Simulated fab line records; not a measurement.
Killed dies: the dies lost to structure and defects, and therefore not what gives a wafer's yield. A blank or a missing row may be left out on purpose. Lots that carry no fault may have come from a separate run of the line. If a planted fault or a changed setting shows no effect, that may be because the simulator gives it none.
What tool caused it?    flow rit-cmos    14 lots with 42 wafers sampled at 2 steps, on a route of 202 steps

## WHAT THE GAUGES SHOWED, per wafer
The record holds no reading of a measuring or inspecting step that can be judged against a usual standard deviation.

## EACH LOT AND THE TOOL THAT RAN IT (in order: tool; ch and the chambers of the sampled wafers; start)
lot   RIT_M1_SOFTBAKE_05                RIT_M1_PROBE_99
L252  litho-track-04 ch 0, day 3 12:35  -
L253  litho-track-02 ch 0, day 3 19:40  -
L256  litho-track-03 ch 0, day 4 07:41  -
L257  litho-track-03 ch 0, day 4 12:43  -
L258  litho-track-03 ch 0, day 4 16:14  -
L260  litho-track-02 ch 0, day 5 05:35  -
L263  litho-track-03 ch 0, day 5 20:23  prober-01, day 5 23:44
L264  litho-track-03 ch 0, day 6 02:49  -
L267  litho-track-02 ch 0, day 6 18:10  -
L268  litho-track-03 ch 0, day 6 22:10  prober-01, day 7 04:18
L270  litho-track-03 ch 0, day 7 10:25  prober-02, day 7 15:03
L269  litho-track-02 ch 0, day 7 12:22  -
L271  litho-track-04 ch 0, day 7 15:47  -
L274  litho-track-04 ch 0, day 8 15:32  -
- RIT_M1_SOFTBAKE_05: time 60 s.
- RIT_M1_PROBE_99

## AS READ BY THE TOOLS THEMSELVES (means over the sampled wafers that have a number; for cases with no such wafer, the mark the record gives instead)
RIT_M1_SOFTBAKE_05.
lot   tool            heater-power-total-W (W)  run-length-s (s)
L252  litho-track-04  34.57                     89.43
L253  litho-track-02  34.52                     89.36
L256  litho-track-03  34.55                     88.89
L257  litho-track-03  34.57                     88.73
L258  litho-track-03  34.58                     88.74
L260  litho-track-02  34.52                     89.42
L263  litho-track-03  34.59                     88.80
L264  litho-track-03  34.54                     88.92
L267  litho-track-02  34.58                     89.30
L268  litho-track-03  38.05                     71.61
L270  litho-track-03  38.08                     71.62
L269  litho-track-02  34.58                     89.41
L271  litho-track-04  34.57                     89.39
L274  litho-track-04  34.58                     89.30

RIT_M1_PROBE_99.
lot   tool       defect-limited-yield (%)  killed_at_M0_to_M3  killed-at-contacts  killed-at-front-end  killed-dies  killed-open  killed-short  sort_bin_3_pad_short (%)  sort_bin_5_function (%)  sort_bin_6_memory (%)  sort-n-pass  sort-yield-pct (%)
L263  prober-01  96.5                      0.0                 0.0                 9.3                  9.3          3.7          5.7           0.4                       2.0                      1.2                    254.7        96.5
L268  prober-01  97.7                      0.0                 0.0                 6.0                  6.0          3.7          2.3           0.0                       0.9                      1.4                    258.0        97.7
L270  prober-02  97.2                      0.0                 0.0                 7.3                  7.3          3.3          4.0           0.0                       1.4                      1.4                    256.7        97.2

## THE ANSWER, worked out from the rows above alone
Rule: what is usual is taken from the lots themselves. The widest of any qualifying gaps counts: lots, ordered by their means at a reading, are off when they make up no more than a third of the lots, leave a main group of 4 or more, and stand apart from it by 3 or more times the standard deviation of that group's means. If all means in a main group match to the digits the tables above print for the reading, that group is not used. A lot without any number at a reading at which 4 lots or more have one is off too. Any other lot the step has rows for is counted as sound. Order of review: gauges by route order, followed by the tools' own readings, for which a lot's mean as printed above is used. The first step at which some lot is off is used, and at that step the reading that is off furthest; a lot without a number counts as furthest.
Off: L268, L270 (RIT_M1_SOFTBAKE_05, heater-power-total-W). Main group: mean 34.56 W, sd 0.023.
A tool fits if, at that step or a process step before it, it ran every lot that is off, and no sound lot after the first of them. One fits: litho-track-03 at RIT_M1_SOFTBAKE_05. A fault onset in the window from L264 (day 6 02:49, its last sound lot) to L268 (day 6 22:10, its first lot off) fits.
The tool's own readings at RIT_M1_SOFTBAKE_05 bear it out: on the lots that are off they differ by more than 5 times the standard deviation of the sound lots' means. heater-power-total-W reads 38.06 W there against 34.56 W on the sound lots; run-length-s reads 71.62 s there against 89.14 s on the sound lots.

## WHAT THE SIMULATOR PUT IN
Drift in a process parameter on litho-track-03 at RIT_M1_SOFTBAKE_05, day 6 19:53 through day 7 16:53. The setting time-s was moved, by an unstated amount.
Struck lots among those shown: L268, L270. The rule above reached the same finding.
